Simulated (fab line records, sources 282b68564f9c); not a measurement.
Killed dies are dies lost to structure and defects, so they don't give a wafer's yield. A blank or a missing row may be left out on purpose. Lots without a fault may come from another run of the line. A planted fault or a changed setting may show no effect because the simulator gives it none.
fab line records | flow rit_cmos | part 1 of 2: steps 1 to 28 of 41
record lots=5 wafers=15 last_day=8
route steps=202 shown GATE@88 REOX@98 NLDD@103 PLDD@114 SPACER@125
lots that met no fault: from a run of the same line without faults
start_h: hours from the record's first day to the start of the lot's first wafer shown | wait_h: hours since the lot's step before | " the same as in the row above | L1.1+2: a row that stands for several wafers | - no value, or no start given | * or withheld: withheld | < > ~ a bound
route shown NAME@n: a module of which the file shows steps, and the number in the route of the first | usual: mean/standard deviation of fault-free wafers | same: alike in all rows | chamber/n: place in a boat | sites: the reading at each site | _std_site: their standard deviation | _edge_site: outer sites' mean less inner sites' | radius_mm: how far each site lies from the wafer's centre | mask NAME#n: copy n | behind: the tool/chamber that last shaped the wafer | hold: why the lot was held/for how many hours/how that ended | device: the transistor (n, p or np) that didn't switch | end of line: the same wafers' tests at the end of the route | a step without rows: its recipe alone | killed: dies lost to structure and defects at the first sort, not the wafer's yield | map: a wafer's dies, x killed, . not, _ none there
set.NAME: the setting as run; set.NAME@STEP: as run at that earlier step | model.NAME: the simulator's own value behind a step, which no gauge read
lots at some steps of the route; a table a step, a row a wafer
services: from which hour (start_h, from the record's first day; less than 0 if before it) a tool's chamber was out of use, for how many hours, and why
## steps
# step RIT_GATE_SOFTBAKE_12
# recipe resist=NOVOLAK temp_c=90 time_s=60
# usual exhaust_pa=45.1/0.95
# columns lot.wafer tool chamber start_h wait_h exhaust_pa
L078.1 litho_track-02 0 67.17 0.1 46.3
L078.3 " 0 " " 45.4
L078.5 " 0 " " 45.3
L081.2 litho_track-03 0 82.24 0.1 44.2
L081.5 " 0 " " 45.5
L081.6 " 0 " " 44.4
L086.3 litho_track-01 0 105.65 0.1 44.5
L086.4 " 0 " " 44.5
L086.6 " 0 " " 45.7
L094.2 litho_track-01 0 140.93 0.1 45.5
L094.4 " 0 " " 45.8
L094.5 " 0 " " 45.1
L096.3 litho_track-01 0 155.87 0.1 45.3
L096.5 " 0 " " 43.7
L096.6 " 0 " " 45.2
# step RIT_GATE_EXPOSE_13
# recipe mask_id=M6 na=0.6 source_shape=conventional sigma_outer=0.6 target_cd_nm=150 dose_mj=388.2
# columns lot.wafer tool chamber start_h wait_h mask
L078.1+3+5 iline_stepper-01 0 67.32 0.1 M6#0
L081.2+5+6 iline_stepper-02 0 82.51 0.2 M6#0
L086.3+4+6 iline_stepper-01 0 105.79 0.1 M6#0
L094.2+4+5 iline_stepper-01 0 141.14 0.2 M6#0
L096.3+5+6 iline_stepper-02 0 156.14 0.2 M6#0
# step RIT_GATE_PEB_14
# recipe resist=NOVOLAK temp_c=withheld time_s=withheld
# usual exhaust_pa=44.8/0.92
# columns lot.wafer tool chamber start_h wait_h exhaust_pa
L078.1 litho_track-03 0 67.55 0.2 45.4
L078.3 " 0 " " 45.6
L078.5 " 0 " " 46.1
L081.2 litho_track-03 0 82.63 0.1 46.0
L081.5 " 0 " " 45.6
L081.6 " 0 " " 45.6
L086.3 litho_track-03 0 106.03 0.2 44.7
L086.4 " 0 " " 44.7
L086.6 " 0 " " 44.3
L094.2 litho_track-03 0 141.42 0.3 43.5
L094.4 " 0 " " 45.5
L094.5 " 0 " " 43.2
L096.3 litho_track-02 0 156.27 0.1 44.3
L096.5 " 0 " " 45.4
L096.6 " 0 " " 43.7
# step RIT_GATE_DEVELOP_15
# recipe resist=NOVOLAK develop_time_s=50 dev_temp_c=23
# usual exhaust_pa=45.1/0.96
# columns lot.wafer tool chamber start_h wait_h exhaust_pa
L078.1 litho_track-03 0 - - 44.9
L078.3 " 0 " " 43.8
L078.5 " 0 " " 45.1
L081.2 litho_track-03 0 - - 44.5
L081.5 " 0 " " 44.4
L081.6 " 0 " " 45.5
L086.3 litho_track-03 0 - - 45.7
L086.4 " 0 " " 45.9
L086.6 " 0 " " 46.5
L094.2 litho_track-03 0 - - 44.0
L094.4 " 0 " " 44.4
L094.5 " 0 " " 43.8
L096.3 litho_track-02 0 - - 44.0
L096.5 " 0 " " 45.0
L096.6 " 0 " " 45.2
# step RIT_GATE_CD_MEAS_16
# recipe target_cd_nm=150
# usual cd_nm=149.5/2.3
# columns lot.wafer tool chamber start_h wait_h cd_nm
L078.1 cd_sem-02 - 67.83 - 152.7
L078.3 " - " " 150.5
L078.5 " - " " 150.4
L081.2 cd_sem-02 - 82.91 - 144.3
L081.5 " - " " 146.8
L081.6 " - " " 143.7
L086.3 cd_sem-01 - 106.30 - 150.3
L086.4 " - " " 148.7
L086.6 " - " " 150.4
L094.2 cd_sem-02 - 141.70 - 152.6
L094.4 " - " " 152.1
L094.5 " - " " 150.6
L096.3 cd_sem-02 - 156.54 - 151.5
L096.5 " - " " 153.1
L096.6 " - " " 153.2
# step RIT_GATE_OVL_MEAS_17
# usual GATE_OVL=-0.9/1.2
# columns lot.wafer tool chamber start_h wait_h GATE_OVL[nm]
L078.1 overlay-01 - 67.95 0.1 -3.8
L078.3 " - " " -0.4
L078.5 " - " " -0.7
L081.2 overlay-01 - 83.01 0.1 -0.6
L081.5 " - " " 0.2
L081.6 " - " " 0.1
L086.3 overlay-02 - 106.39 0.1 0.6
L086.4 " - " " -2.1
L086.6 " - " " -0.8
L094.2 overlay-02 - 141.81 0.1 -1.4
L094.4 " - " " -0.6
L094.5 " - " " -2.4
L096.3 overlay-02 - 156.63 0.1 -1.0
L096.5 " - " " 0.2
L096.6 " - " " -0.8
# step RIT_GATE_HARDBAKE_18
# recipe resist=NOVOLAK temp_c=140 time_s=60
# usual exhaust_pa=45.1/0.8
# columns lot.wafer tool chamber start_h wait_h exhaust_pa
L078.1 litho_track-02 0 67.99 0.0 46.1
L078.3 " 0 " " 45.7
L078.5 " 0 " " 45.6
L081.2 litho_track-03 0 83.07 0.0 44.6
L081.5 " 0 " " 45.2
L081.6 " 0 " " 46.8
L086.3 litho_track-02 0 106.68 0.3 44.7
L086.4 " 0 " " 44.9
L086.6 " 0 " " 44.7
L094.2 litho_track-02 0 141.86 0.0 43.3
L094.4 " 0 " " 45.8
L094.5 " 0 " " 43.8
L096.3 litho_track-03 0 156.70 0.1 44.9
L096.5 " 0 " " 45.5
L096.6 " 0 " " 44.5
# step RIT_GATE_ETCH_19
# recipe chemistry=SF6/CHF3/O2 time_s=165 SF6_flow_sccm=30 CHF3_flow_sccm=30 O2_flow_sccm=5 target=poly-Si pressure_mtorr=40 rf_w=160 target_depth_a=3125 over_etch_frac=0.25 stop_on=SiO2
# usual SF6_flow_sccm=29.99/0.097 drypump_motor_current_A=5.5/0.33 he_backside_leak_sccm=2.7/0.32 oes_product_au=0.826/0.011 throttle_valve_pct=10.24/0.11
# columns lot.wafer tool chamber start_h wait_h SF6_flow_sccm drypump_motor_current_A he_backside_leak_sccm oes_product_au rf_hours_counter_h throttle_valve_pct
L078.1 rie_si-01 3 68.14 0.1 30.05 5.6 2.3 0.815 35 10.30
L078.3 " 0 " " 30.00 5.5 2.5 0.815 100 10.04
L078.5 " 2 " " 30.11 5.8 2.9 0.833 - 10.37
L081.2 rie_si-02 1 83.19 0.1 29.88 5.4 2.4 0.829 1 10.17
L081.5 " 1 " " 29.94 5.4 2.6 0.844 - 10.17
L081.6 " 0 " " 29.96 5.9 3.0 0.853 - 10.26
L086.3 rie_si-01 2 106.78 0.1 30.05 5.7 2.7 0.831 82 10.37
L086.4 " 1 " " 29.88 5.1 3.4 0.834 124 10.37
L086.6 " 1 " " 29.92 5.1 3.2 0.832 - 10.37
L094.2 rie_si-01 2 141.99 0.1 30.07 5.8 2.7 0.822 83 10.39
L094.4 " 3 " " 29.95 5.6 2.4 0.827 36 10.30
L094.5 " 0 " " 29.90 5.5 2.7 0.823 - 10.03
L096.3 rie_si-01 2 156.80 0.1 29.97 5.8 2.7 0.834 83 10.36
L096.5 " 3 " " 29.93 5.5 2.4 0.815 - 10.30
L096.6 " 2 " " 30.02 5.7 2.7 0.830 - 10.38
# step RIT_GATE_STRIP_20
# recipe chemistry=O2 time_s=180 resist=NOVOLAK platen_temp_c=withheld power_w=500 pressure_mtorr=4000 o2_flow_sccm=4000
# usual drypump_motor_current_A=6.2/0.36
# columns lot.wafer tool chamber start_h wait_h drypump_motor_current_A rf_hours_counter_h
L078.1 plasma_asher-01 0 68.24 0.1 5.7 42
L078.3 " 1 " " 6.4 -
L078.5 " 0 " " 5.7 -
L081.2 plasma_asher-01 1 83.30 0.1 6.4 44
L081.5 " 1 " " 6.4 -
L081.6 " 0 " " 5.7 -
L086.3 plasma_asher-04 1 106.95 0.1 6.3 -
L086.4 " 0 " " 6.6 -
L086.6 " 0 " " 6.7 -
L094.2 plasma_asher-02 1 142.10 0.1 5.9 53
L094.4 " 1 " " 5.9 -
L094.5 " 1 " " 5.9 -
L096.3 plasma_asher-01 1 156.97 0.1 6.4 -
L096.5 " 0 " " 5.7 -
L096.6 " 1 " " 6.5 -
# step RIT_GATE_CD_MEAS_90
# recipe target_cd_nm=150
# usual cd_nm=149.5/2.3
# columns lot.wafer tool chamber start_h wait_h cd_nm
L078.1 cd_sem-02 - 68.42 0.1 152.7
L078.3 " - " " 150.8
L078.5 " - " " 150.8
L081.2 cd_sem-02 - 83.50 0.1 144.2
L081.5 " - " " 146.7
L081.6 " - " " 143.8
L086.3 cd_sem-01 - 107.11 0.1 150.5
L086.4 " - " " 149.1
L086.6 " - " " 150.6
L094.2 cd_sem-01 - 142.29 0.1 152.4
L094.4 " - " " 151.7
L094.5 " - " " 150.8
L096.3 cd_sem-02 - 157.13 0.1 151.8
L096.5 " - " " 153.2
L096.6 " - " " 153.0
# step RIT_REOX_CLEAN_00
# recipe chemistry=SC1 mix=3:3:50 time_s=600 temp_c=75
# columns lot.wafer tool chamber start_h wait_h
L078.1+3+5 wet_bench-03 3 68.54 0.1
L081.2+5+6 wet_bench-02 3 83.60 0.1
L086.3+4+6 wet_bench-01 3 107.19 0.1
L094.2+4+5 wet_bench-03 1 142.39 0.1
L096.3+5+6 wet_bench-01 2 157.21 0.1
# step RIT_REOX_CLEAN_01
# recipe chemistry=dHF dilution=50:1 time_s=30
# columns lot.wafer tool chamber start_h wait_h
L078.1+3+5 wet_bench-02 3 68.73 0.0
L081.2+5+6 wet_bench-01 3 83.77 0.0
L086.3+4+6 wet_bench-03 2 107.36 0.0
L094.2+4+5 wet_bench-02 3 142.60 0.0
L096.3+5+6 wet_bench-02 2 157.38 0.0
# step RIT_REOX_CLEAN_02
# recipe chemistry=SC2 mix=3:3:50 time_s=600 temp_c=75 dry=n2_spin
# columns lot.wafer tool chamber start_h wait_h
L078.1+3+5 wet_bench-03 1 68.75 0.0
L081.2+5+6 wet_bench-03 2 83.79 0.0
L086.3+4+6 wet_bench-01 3 107.38 0.0
L094.2+4+5 wet_bench-03 2 142.62 0.0
L096.3+5+6 wet_bench-03 0 157.40 0.0
# step RIT_REOX_OXIDATION_03
# recipe temp_c=900 ambient=O2 target_thk_a=252 ox_time_s=5804
# columns lot.wafer tool chamber start_h wait_h
L078.1+3+5 furnace-01 0 70.88 1.9
L081.2+5+6 furnace-04 0 85.76 1.6
L086.3+4+6 furnace-04 0 107.82 0.3
L094.2+4+5 furnace-01 0 144.53 1.7
L096.3+5+6 furnace-03 0 161.75 4.2
# step RIT_REOX_THK_MEAS_04
# recipe reads=SiO2_of_REOX_OXIDATION_03
# usual REOX_OXIDE_THK=26.1/0.42
# columns lot.wafer tool chamber start_h wait_h REOX_OXIDE_THK[nm]
L078.1 film_metro-02 - 73.43 0.0 26.4
L078.3 " - " " 27.0
L078.5 " - " " 26.5
L081.2 film_metro-02 - 88.32 0.0 25.7
L081.5 " - " " 25.9
L081.6 " - " " 25.7
L086.3 film_metro-02 - 110.39 0.0 26.3
L086.4 " - " " 25.5
L086.6 " - " " 25.8
L094.2 film_metro-02 - 147.09 0.0 26.4
L094.4 " - " " 25.8
L094.5 " - " " 26.0
L096.3 film_metro-02 - 164.32 0.0 26.4
L096.5 " - " " 26.5
L096.6 " - " " 26.4
# step RIT_NLDD_HMDS_00
# recipe prime_time_s=60 prime_temp_c=140
# usual exhaust_pa=45.0/0.89
# columns lot.wafer tool chamber start_h wait_h exhaust_pa
L078.1 litho_track-03 0 73.49 0.1 45.6
L078.3 " 0 " " 46.4
L078.5 " 0 " " 44.8
L081.2 litho_track-01 0 88.39 0.1 44.0
L081.5 " 0 " " 44.8
L081.6 " 0 " " 42.6
L086.3 litho_track-01 0 110.62 0.2 44.6
L086.4 " 0 " " 44.7
L086.6 " 0 " " 45.0
L094.2 litho_track-01 0 147.16 0.1 45.1
L094.4 " 0 " " 45.3
L094.5 " 0 " " 45.4
L096.3 litho_track-03 0 164.41 0.1 45.2
L096.5 " 0 " " 45.7
L096.6 " 0 " " 45.7
# step RIT_NLDD_COAT_01
# recipe resist=NOVOLAK spin_rpm=3250 resist_thk_nm=1000
# usual exhaust_pa=45.0/0.85
# columns lot.wafer tool chamber start_h wait_h exhaust_pa
L078.1 litho_track-03 0 73.64 0.1 45.4
L078.3 " 0 " " 45.8
L078.5 " 0 " " 44.5
L081.2 litho_track-01 0 88.54 0.1 46.4
L081.5 " 0 " " 45.7
L081.6 " 0 " " 45.6
L086.3 litho_track-01 0 110.77 0.1 44.6
L086.4 " 0 " " 43.1
L086.6 " 0 " " 44.1
L094.2 litho_track-01 0 147.31 0.1 45.4
L094.4 " 0 " " 45.5
L094.5 " 0 " " 45.7
L096.3 litho_track-03 0 164.56 0.1 45.7
L096.5 " 0 " " 44.4
L096.6 " 0 " " 44.3
# step RIT_NLDD_SOFTBAKE_02
# recipe resist=NOVOLAK temp_c=90 time_s=60
# usual exhaust_pa=45.2/1
# columns lot.wafer tool chamber start_h wait_h exhaust_pa
L078.1 litho_track-03 0 73.79 0.1 44.3
L078.3 " 0 " " 44.2
L078.5 " 0 " " 43.5
L081.2 litho_track-01 0 88.69 0.1 45.0
L081.5 " 0 " " 44.1
L081.6 " 0 " " 45.6
L086.3 litho_track-01 0 110.92 0.1 48.2
L086.4 " 0 " " 46.5
L086.6 " 0 " " 46.8
L094.2 litho_track-01 0 147.46 0.1 45.0
L094.4 " 0 " " 44.4
L094.5 " 0 " " 46.2
L096.3 litho_track-03 0 164.71 0.1 45.7
L096.5 " 0 " " 45.3
L096.6 " 0 " " 46.0
# step RIT_NLDD_EXPOSE_03
# recipe mask_id=M7 na=0.57 target_cd_nm=40700 dose_mj=250
# columns lot.wafer tool chamber start_h wait_h mask
L078.1+3+5 iline_stepper-01 0 74.06 0.2 M7#0
L081.2+5+6 iline_stepper-01 0 88.96 0.2 M7#0
L086.3+4+6 iline_stepper-01 0 111.06 0.1 M7#0
L094.2+4+5 iline_stepper-02 0 147.73 0.2 M7#0
L096.3+5+6 iline_stepper-01 0 164.85 0.1 M7#0
# step RIT_NLDD_PEB_04
# recipe resist=NOVOLAK temp_c=withheld time_s=withheld
# usual exhaust_pa=44.9/0.79
# columns lot.wafer tool chamber start_h wait_h exhaust_pa
L078.1 litho_track-01 0 74.18 0.1 44.7
L078.3 " 0 " " 44.0
L078.5 " 0 " " 44.0
L081.2 litho_track-04 0 89.09 0.1 45.3
L081.5 " 0 " " 44.8
L081.6 " 0 " " 43.9
L086.3 litho_track-03 0 111.19 0.1 45.9
L086.4 " 0 " " 43.9
L086.6 " 0 " " 44.8
L094.2 litho_track-03 0 147.85 0.1 44.9
L094.4 " 0 " " 44.1
L094.5 " 0 " " 44.8
L096.3 litho_track-01 0 164.98 0.1 43.7
L096.5 " 0 " " 44.4
L096.6 " 0 " " 45.0
# step RIT_NLDD_DEVELOP_05
# recipe resist=NOVOLAK develop_time_s=50 dev_temp_c=23
# usual exhaust_pa=45.0/0.86
# columns lot.wafer tool chamber start_h wait_h exhaust_pa
L078.1 litho_track-01 0 - - 45.1
L078.3 " 0 " " 43.9
L078.5 " 0 " " 44.6
L081.2 litho_track-04 0 - - 45.0
L081.5 " 0 " " 45.7
L081.6 " 0 " " 44.9
L086.3 litho_track-03 0 - - 45.4
L086.4 " 0 " " 44.0
L086.6 " 0 " " 45.1
L094.2 litho_track-03 0 - - 45.1
L094.4 " 0 " " 45.6
L094.5 " 0 " " 45.0
L096.3 litho_track-01 0 - - 44.7
L096.5 " 0 " " 44.2
L096.6 " 0 " " 44.4
# step RIT_NLDD_OVL_MEAS_06
# usual NLDD_OVL=0.2/1.4
# columns lot.wafer tool chamber start_h wait_h NLDD_OVL[nm]
L078.1 overlay-01 - 74.50 - 1.7
L078.3 " - " " 2.6
L078.5 " - " " 2.5
L081.2 overlay-01 - 89.35 - -0.1
L081.5 " - " " 0.4
L081.6 " - " " 2.5
L086.3 overlay-01 - 111.43 - 0.8
L086.4 " - " " -0.5
L086.6 " - " " -1.5
L094.2 overlay-01 - 148.12 - -0.6
L094.4 " - " " 0.4
L094.5 " - " " -1.0
L096.3 overlay-02 - 165.22 - 1.2
L096.5 " - " " 0.6
L096.6 " - " " -0.6
# step RIT_NLDD_HARDBAKE_07
# recipe resist=NOVOLAK temp_c=140 time_s=60
# usual exhaust_pa=44.6/0.79
# columns lot.wafer tool chamber start_h wait_h exhaust_pa
L078.1 litho_track-03 0 74.53 0.0 44.0
L078.3 " 0 " " 44.0
L078.5 " 0 " " 43.2
L081.2 litho_track-03 0 89.40 0.0 43.1
L081.5 " 0 " " 44.7
L081.6 " 0 " " 44.3
L086.3 litho_track-04 0 111.51 0.1 43.7
L086.4 " 0 " " 44.0
L086.6 " 0 " " 44.2
L094.2 litho_track-03 0 148.17 0.0 44.0
L094.4 " 0 " " 44.6
L094.5 " 0 " " 44.5
L096.3 litho_track-04 0 165.46 0.2 46.7
L096.5 " 0 " " 44.5
L096.6 " 0 " " 44.5
# step RIT_NLDD_IMPLANT_08
# recipe species=P energy_kev=20 dose_cm2=5e+14 tilt_deg=7
# usual beam_on_s=10.01/0.19 tilt_deg=7.002/0.019
# columns lot.wafer tool chamber start_h wait_h beam_on_s tilt_deg
L078.1 implanter-03 0 74.68 0.1 10.19 7.033
L078.3 " 0 " " 9.85 6.998
L078.5 " 0 " " 9.80 6.974
L081.2 implanter-01 0 89.55 0.1 9.62 6.979
L081.5 " 0 " " 9.64 7.002
L081.6 " 0 " " 9.77 7.010
L086.3 implanter-04 0 111.66 0.1 10.21 7.026
L086.4 " 0 " " 9.79 7.001
L086.6 " 0 " " 10.22 7.018
L094.2 implanter-01 0 148.32 0.1 10.00 7.006
L094.4 " 0 " " 9.82 6.997
L094.5 " 0 " " 10.10 7.005
L096.3 implanter-01 0 165.61 0.1 10.12 7.027
L096.5 " 0 " " 9.86 6.985
L096.6 " 0 " " 10.22 7.010
# step RIT_NLDD_STRIP_09
# recipe chemistry=O2 time_s=180 resist=NOVOLAK platen_temp_c=withheld power_w=500 pressure_mtorr=4000 o2_flow_sccm=4000
# usual drypump_motor_current_A=6.0/0.31
# columns lot.wafer tool chamber start_h wait_h drypump_motor_current_A rf_hours_counter_h
L078.1 plasma_asher-03 1 74.83 0.1 5.7 43
L078.3 " 0 " " 5.8 -
L078.5 " 0 " " 5.8 -
L081.2 plasma_asher-03 1 89.68 0.1 5.8 45
L081.5 " 0 " " 5.8 -
L081.6 " 1 " " 5.8 -
L086.3 plasma_asher-04 1 111.81 0.1 6.3 -
L086.4 " 0 " " 6.7 -
L086.6 " 1 " " 6.3 -
L094.2 plasma_asher-02 0 148.45 0.1 5.8 54
L094.4 " 1 " " 5.9 -
L094.5 " 0 " " 5.8 -
L096.3 plasma_asher-04 1 165.77 0.1 6.3 -
L096.5 " 1 " " 6.3 -
L096.6 " 0 " " 6.7 -
# step RIT_NLDD_TW_MEAS_10
# usual NLDD_TW=2472/12
# columns lot.wafer tool chamber start_h wait_h NLDD_TW
L078.1 film_metro-01 - 75.01 0.1 2501
L078.3 " - " " 2486
L078.5 " - " " 2493
L081.2 film_metro-03 - 89.86 0.1 2470
L081.5 " - " " 2466
L081.6 " - " " 2479
L086.3 film_metro-03 - 111.95 0.1 2470
L086.4 " - " " 2475
L086.6 " - " " 2477
L094.2 film_metro-01 - 148.63 0.1 2480
L094.4 " - " " 2470
L094.5 " - " " 2470
L096.3 film_metro-03 - 165.90 0.1 2463
L096.5 " - " " 2485
L096.6 " - " " 2481
# step RIT_PLDD_HMDS_00
# recipe prime_time_s=60 prime_temp_c=140
# usual exhaust_pa=44.9/0.96
# columns lot.wafer tool chamber start_h wait_h exhaust_pa
L078.1 litho_track-04 0 75.07 0.1 44.7
L078.3 " 0 " " 44.0
L078.5 " 0 " " 43.4
L081.2 litho_track-02 0 89.94 0.1 43.7
L081.5 " 0 " " 43.3
L081.6 " 0 " " 43.2
L086.3 litho_track-04 0 112.04 0.1 45.2
L086.4 " 0 " " 46.0
L086.6 " 0 " " 44.9
L094.2 litho_track-01 0 148.71 0.1 46.6
L094.4 " 0 " " 46.4
L094.5 " 0 " " 46.2
L096.3 litho_track-02 0 165.99 0.1 44.5
L096.5 " 0 " " 44.6
L096.6 " 0 " " 44.1
# step RIT_PLDD_COAT_01
# recipe resist=NOVOLAK spin_rpm=3250 resist_thk_nm=1012
# usual exhaust_pa=45.1/0.94
# columns lot.wafer tool chamber start_h wait_h exhaust_pa
L078.1 litho_track-04 0 75.22 0.1 44.7
L078.3 " 0 " " 45.6
L078.5 " 0 " " 45.5
L081.2 litho_track-02 0 90.09 0.1 45.0
L081.5 " 0 " " 44.8
L081.6 " 0 " " 45.4
L086.3 litho_track-04 0 112.19 0.1 44.2
L086.4 " 0 " " 44.4
L086.6 " 0 " " 44.4
L094.2 litho_track-01 0 148.86 0.1 45.7
L094.4 " 0 " " 46.9
L094.5 " 0 " " 43.9
L096.3 litho_track-02 0 166.14 0.1 45.2
L096.5 " 0 " " 45.0
L096.6 " 0 " " 44.7
